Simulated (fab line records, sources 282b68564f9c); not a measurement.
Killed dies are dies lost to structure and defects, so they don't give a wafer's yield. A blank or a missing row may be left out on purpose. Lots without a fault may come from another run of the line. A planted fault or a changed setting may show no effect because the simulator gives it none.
fab line records | flow rit_cmos
record lots=5 wafers=15 last_day=8
route steps=202 shown NWELL@30 PWELL@39 WELLDRIVE@50 M1@202
lots that met no fault: from a run of the same line without faults
start_h: hours from the record's first day to the start of the lot's first wafer shown | wait_h: hours since the lot's step before | " the same as in the row above | L1.1+2: a row that stands for several wafers | - no value, or no start given | * or withheld: withheld | < > ~ a bound
route shown NAME@n: a module of which the file shows steps, and the number in the route of the first | usual: mean/standard deviation of fault-free wafers | same: alike in all rows | chamber/n: place in a boat | sites: the reading at each site | _std_site: their standard deviation | _edge_site: outer sites' mean less inner sites' | radius_mm: how far each site lies from the wafer's centre | mask NAME#n: copy n | behind: the tool/chamber that last shaped the wafer | hold: why the lot was held/for how many hours/how that ended | device: the transistor (n, p or np) that didn't switch | end of line: the same wafers' tests at the end of the route | a step without rows: its recipe alone | killed: dies lost to structure and defects at the first sort, not the wafer's yield | map: a wafer's dies, x killed, . not, _ none there
set.NAME: the setting as run; set.NAME@STEP: as run at that earlier step | model.NAME: the simulator's own value behind a step, which no gauge read
lots at some steps of the route; a table a step, a row a wafer
services: from which hour (start_h, from the record's first day; less than 0 if before it) a tool's chamber was out of use, for how many hours, and why
## steps
# step RIT_NWELL_SOFTBAKE_02
# recipe resist=NOVOLAK temp_c=90 time_s=60
# step RIT_NWELL_EXPOSE_03
# recipe mask_id=M2 na=0.57 target_cd_nm=43900 dose_mj=250
# step RIT_NWELL_PEB_04
# recipe resist=NOVOLAK temp_c=withheld time_s=withheld
# step RIT_NWELL_DEVELOP_05
# recipe resist=NOVOLAK develop_time_s=68 dev_temp_c=23
# step RIT_NWELL_OVL_MEAS_06
# usual NWELL_OVL=0.9/1.4
# columns lot.wafer tool chamber start_h wait_h NWELL_OVL[nm]
L573.1 overlay-02 - 28.19 - -0.5
L573.2 " - " " 2.0
L573.4 " - " " 3.0
L576.1 overlay-01 - 40.91 - 2.0
L576.2 " - " " 1.2
L576.5 " - " " -0.7
L579.3 overlay-02 - 56.75 - -1.5
L579.4 " - " " 0.6
L579.5 " - " " 0.5
L592.1 overlay-01 - 121.84 - 3.3
L592.3 " - " " 2.2
L592.6 " - " " 2.5
L596.1 overlay-01 - 138.13 - 0.3
L596.2 " - " " -0.3
L596.5 " - " " 1.5
# step RIT_NWELL_HARDBAKE_07
# recipe resist=NOVOLAK temp_c=140 time_s=120
# step RIT_NWELL_IMPLANT_08
# recipe species=P energy_kev=167.8 dose_cm2=5e+13 tilt_deg=7
# step RIT_NWELL_STRIP_09
# recipe chemistry=O2 time_s=180 resist=NOVOLAK platen_temp_c=withheld power_w=500 pressure_mtorr=4000 o2_flow_sccm=4000
# usual drypump_motor_current_A=6.2/0.64
# columns lot.wafer tool chamber start_h wait_h drypump_motor_current_A rf_hours_counter_h
L573.1 plasma_asher-02 1 28.63 0.1 6.8 37
L573.2 " 0 " " 6.5 37
L573.4 " 0 " " 6.5 -
L576.1 plasma_asher-04 0 41.35 0.1 6.6 38
L576.2 " 1 " " 5.0 38
L576.5 " 0 " " 6.6 -
L579.3 plasma_asher-02 1 57.23 0.1 6.8 -
L579.4 " 0 " " 6.5 -
L579.5 " 0 " " 6.5 -
L592.1 plasma_asher-04 0 122.28 0.1 6.6 46
L592.3 " 1 " " 5.0 -
L592.6 " 1 " " 5.0 -
L596.1 plasma_asher-01 0 138.57 0.1 6.8 34
L596.2 " 1 " " 5.8 34
L596.5 " 1 " " 5.8 -
# step RIT_NWELL_TW_MEAS_10
# usual NWELL_TW=2160/13
# columns lot.wafer tool chamber start_h wait_h NWELL_TW
L573.1 film_metro-01 - 28.81 0.1 2153
L573.2 " - " " 2166
L573.4 " - " " 2151
L576.1 film_metro-04 - 41.52 0.1 2182
L576.2 " - " " 2162
L576.5 " - " " 2178
L579.3 film_metro-03 - 57.37 0.1 2171
L579.4 " - " " 2179
L579.5 " - " " 2164
L592.1 film_metro-04 - 122.45 0.1 2175
L592.3 " - " " 2180
L592.6 " - " " 2167
L596.1 film_metro-01 - 138.74 0.1 2152
L596.2 " - " " 2160
L596.5 " - " " 2157
# step RIT_PWELL_HMDS_00
# recipe prime_time_s=60 prime_temp_c=140
# step RIT_PWELL_COAT_01
# recipe resist=NOVOLAK spin_rpm=2000 resist_thk_nm=1300
# step RIT_PWELL_SOFTBAKE_02
# recipe resist=NOVOLAK temp_c=90 time_s=60
# step RIT_PWELL_EXPOSE_03
# recipe mask_id=M3 na=0.57 target_cd_nm=43700 dose_mj=250
# columns lot.wafer tool chamber start_h wait_h mask
L573.1+2+4 iline_stepper-01 0 29.44 0.2 M3#0
L576.1+2+5 iline_stepper-02 0 42.03 0.1 M3#0
L579.3+4+5 iline_stepper-02 0 58.06 0.3 M2#0
L592.1+3+6 iline_stepper-01 0 131.90 9.1 M3#0
L596.1+2+5 iline_stepper-01 0 139.25 0.1 M3#0
# step RIT_PWELL_PEB_04
# recipe resist=NOVOLAK temp_c=withheld time_s=withheld
# step RIT_PWELL_DEVELOP_05
# recipe resist=NOVOLAK develop_time_s=68 dev_temp_c=23
# step RIT_PWELL_OVL_MEAS_06
# usual PWELL_OVL=0.4/1.5
# columns lot.wafer tool chamber start_h wait_h PWELL_OVL[nm]
L573.1 overlay-01 - 29.87 - 2.1
L573.2 " - " " 1.2
L573.4 " - " " 2.4
L576.1 overlay-02 - 42.46 - 1.5
L576.2 " - " " 3.1
L576.5 " - " " -0.1
L579.3 overlay-02 - 58.52 - -
L579.4 " - " " -
L579.5 " - " " -
L592.1 overlay-01 - 132.42 - -0.7
L592.3 " - " " 1.2
L592.6 " - " " -0.4
L596.1 overlay-02 - 139.88 - -1.9
L596.2 " - " " 1.6
L596.5 " - " " 0.0
# step RIT_PWELL_HARDBAKE_07
# recipe resist=NOVOLAK temp_c=140 time_s=120
# step RIT_PWELL_IMPLANT_08
# recipe species=B energy_kev=170 dose_cm2=7e+13 tilt_deg=7
# step RIT_PWELL_STRIP_09
# recipe chemistry=O2 time_s=180 resist=NOVOLAK platen_temp_c=withheld power_w=500 pressure_mtorr=4000 o2_flow_sccm=4000
# usual drypump_motor_current_A=6.0/0.65
# columns lot.wafer tool chamber start_h wait_h drypump_motor_current_A rf_hours_counter_h
L573.1 plasma_asher-01 0 30.31 0.1 6.8 23
L573.2 " 1 " " 5.8 23
L573.4 " 1 " " 5.8 -
L576.1 plasma_asher-04 0 43.14 0.1 6.6 38
L576.2 " 1 " " 5.0 38
L576.5 " 0 " " 6.6 -
L579.3 plasma_asher-04 1 59.00 0.1 5.0 -
L579.4 " 0 " " 6.6 -
L579.5 " 0 " " 6.5 -
L592.1 plasma_asher-04 1 132.86 0.1 5.0 47
L592.3 " 0 " " 6.6 -
L592.6 " 1 " " 5.0 -
L596.1 plasma_asher-03 0 140.42 0.1 5.9 2
L596.2 " 1 " " 5.5 2
L596.5 " 1 " " 5.5 -
# step RIT_PWELL_TW_MEAS_10
# usual PWELL_TW=962/5.1
# columns lot.wafer tool chamber start_h wait_h PWELL_TW
L573.1 film_metro-01 - 30.48 0.1 960
L573.2 " - " " 965
L573.4 " - " " 956
L576.1 film_metro-03 - 43.32 0.1 955
L576.2 " - " " 965
L576.5 " - " " 964
L579.3 film_metro-03 - 59.14 0.1 30
L579.4 " - " " 30
L579.5 " - " " 30
L592.1 film_metro-04 - 133.04 0.1 967
L592.3 " - " " 962
L592.6 " - " " 963
L596.1 film_metro-04 - 140.59 0.1 966
L596.2 " - " " 972
L596.5 " - " " 970
# step RIT_WELLDRIVE_ANNEAL_00
# recipe temp_c=1100 time_s=14700 ambient=N2
# step RIT_M1_PROBE_99
# usual killed_at_front_end=7.1/2.8 killed_dies=7.1/2.9 killed_on_rim=1.9/1.5 killed_open=3.4/2 killed_short=3.6/2.1
# same gross_dies=264 killed_at_M0_to_M3=0 killed_at_M4_up=0 killed_at_back_side=0 killed_at_contacts=0 killed_at_other=0
# columns lot.wafer tool chamber start_h wait_h killed_at_front_end killed_dies killed_on_rim killed_open killed_short
L573.1 prober-02 - 68.35 0.1 1 1 1 0 1
L573.2 prober-02 - 68.40 0.1 8 8 3 6 2
L573.4 prober-02 - 68.50 0.2 4 4 2 2 2
L576.1 prober-01 - 80.23 0.1 7 7 1 4 2
L576.2 prober-01 - 80.28 0.1 11 11 2 2 9
L576.5 prober-01 - 80.43 0.2 4 4 3 2 2
L579.3 prober-02 - 105.77 0.2 264 264 70 4 3
L579.4 prober-02 - 105.82 0.2 264 264 70 0 2
L579.5 prober-02 - 105.87 0.2 264 264 70 4 3
L592.1 prober-02 - 177.45 0.1 4 4 2 3 1
L592.3 prober-02 - 177.55 0.2 15 15 7 7 8
L592.6 prober-02 - 177.70 0.2 5 5 1 4 1
L596.1 prober-01 - 182.51 0.1 6 6 3 2 4
L596.2 prober-01 - 182.56 0.1 4 4 1 1 3
L596.5 prober-01 - 182.71 0.2 10 10 3 2 8
# killed by level:class
L573.1 GATE:geometric_particle:short=1
L573.2 REOX:geometric_particle:open=3 FOX1:geometric_particle:short=1 GATE:geometric_particle:open=1 SPACER:geometric_particle:open=1 SILICIDE:geometric_particle:open=1 SILICIDE:geometric_particle:short=1
L573.4 GATE:geometric_particle:short=1 GATE:geometric_particle:open=1 SPACER:geometric_particle:short=1 SILICIDE:geometric_particle:open=1
L576.1 SPACER:geometric_particle:open=3 FOX1:geometric_particle:short=1 FOX2:geometric_particle:open=1 FOX2:geometric_particle:short=1 GATE:coat_microbubble_printed=1
L576.2 FOX1:geometric_particle:short=4 GATE:geometric_particle:short=3 SPACER:geometric_particle:short=2 GATE:geometric_particle:open=1 SPACER:geometric_particle:open=1
L576.5 FOX1:geometric_particle:open=1 FOX2:geometric_particle:short=1 GATE:geometric_particle:short=1 GATE:geometric_particle:open=1
L579.3 PWELL:area_expose=257 GATE:geometric_particle:open=2 GATE:geometric_particle:short=2 FOX1:geometric_particle:short=1 REOX:geometric_particle:open=1 SILICIDE:geometric_particle:open=1
L579.4 PWELL:area_expose=262 FOX1:geometric_particle:short=2
L579.5 PWELL:area_expose=257 GATE:geometric_particle:short=2 FOX1:geometric_particle:open=1 GATE:geometric_particle:open=1 REOX:geometric_particle:short=1 SPACER:geometric_particle:open=1 SILICIDE:geometric_particle:open=1
L592.1 GATE:geometric_particle:open=3 GATE:geometric_particle:short=1
L592.3 GATE:geometric_particle:short=5 GATE:geometric_particle:open=3 SILICIDE:geometric_particle:open=3 SPACER:geometric_particle:short=2 FOX2:geometric_particle:short=1 SPACER:geometric_particle:open=1
L592.6 GATE:geometric_particle:open=4 FOX2:geometric_particle:short=1
L596.1 GATE:geometric_particle:short=3 FOX1:geometric_particle:open=1 SPACER:geometric_particle:short=1 SILICIDE:geometric_particle:open=1
L596.2 FOX2:geometric_particle:short=1 GATE:geometric_particle:short=1 REOX:geometric_particle:short=1 SPACER:geometric_particle:open=1
L596.5 GATE:geometric_particle:short=5 FOX1:geometric_particle:short=1 FOX2:geometric_particle:short=1 REOX:geometric_particle:short=1 REOX:geometric_particle:open=1 SPACER:geometric_particle:open=1
# map L579.3 (x killed, . not)
________xxxxxxx_______
_____xxxxxxxxxxxxx____
____xxxxxxxxxxxxxxx___
___xxxxxxxxxxxxxxxxx__
__xxxxxxxxxxxxxxxxxxx_
__xxxxxxxxxxxxxxxxxxx_
_xxxxxxxxxxxxxxxxxxxxx
_xxxxxxxxxxxxxxxxxxxxx
_xxxxxxxxxxxxxxxxxxxxx
_xxxxxxxxxxxxxxxxxxxxx
__xxxxxxxxxxxxxxxxxxx_
__xxxxxxxxxxxxxxxxxxx_
___xxxxxxxxxxxxxxxxx__
____xxxxxxxxxxxxxxx___
_____xxxxxxxxxxxxx____
________xxxxxxx_______
# map L576.2 (x killed, . not)
________....x.._______
_____.............____
____...x...........___
___.................__
__..........x........_
__.....x............._
_...............x.....
_..................x..
_............x....x..x
_.....................
__..................._
__..x................_
___....x............__
____...............___
_____.............____
________......._______
## services
# columns tool chamber start_h hours kind
plasma_asher-04 - 26.60 9.4 pm
iline_stepper-02 - 31.61 1.7 pm
iline_stepper-02 - 50.96 2.1 pm
iline_stepper-02 - 53.04 - consumable_replace:lamp
iline_stepper-02 0 58.38 - calibration
plasma_asher-03 - 67.92 1.6 repair
iline_stepper-01 - 91.69 4.4 pm
iline_stepper-01 0 108.17 - calibration
plasma_asher-03 - 108.75 9.0 pm
plasma_asher-03 0 108.75 9.0 vent_cycle
plasma_asher-03 1 108.75 9.0 vent_cycle
plasma_asher-03 0 117.75 - clean
plasma_asher-03 1 117.75 - clean
plasma_asher-04 - 125.04 1.7 repair
plasma_asher-02 - 126.86 2.8 pm
plasma_asher-01 - 132.82 4.3 pm
iline_stepper-02 - 137.13 2.0 repair
## key
first_sign step=RIT_PWELL_EXPOSE_03 reading=mask direction=changed
effect step=RIT_PWELL_OVL_MEAS_06 reading=PWELL_OVL direction=missing
effect step=RIT_PWELL_TW_MEAS_10 reading=PWELL_TW direction=down sigmas=99+ usual=962 struck=30
effect step=RIT_M1_PROBE_99 reading=killed_at_front_end direction=up sigmas=91 usual=7.1 struck=264
more_kills_born_at RIT_PWELL_EXPOSE_03@iline_stepper-02=776
met_at RIT_PWELL_EXPOSE_03
struck_wafers L579.3,L579.4,L579.5
tester_left_out L579
onset_between 42.03 58.06
fault kind=wrong_mask tool=any chamber=- onset_h=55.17 steps=RIT_PWELL_EXPOSE_03 aux_copy=M2#0 scope=struck_lots_only
# tester_left_out: of these lots the tester's yield and bins aren't shown, on N5 and GAA mostly nor the transistor test; their killed dies are dies lost to structure and defects alone, not to doping, threshold or leakage, so they don't give the yield
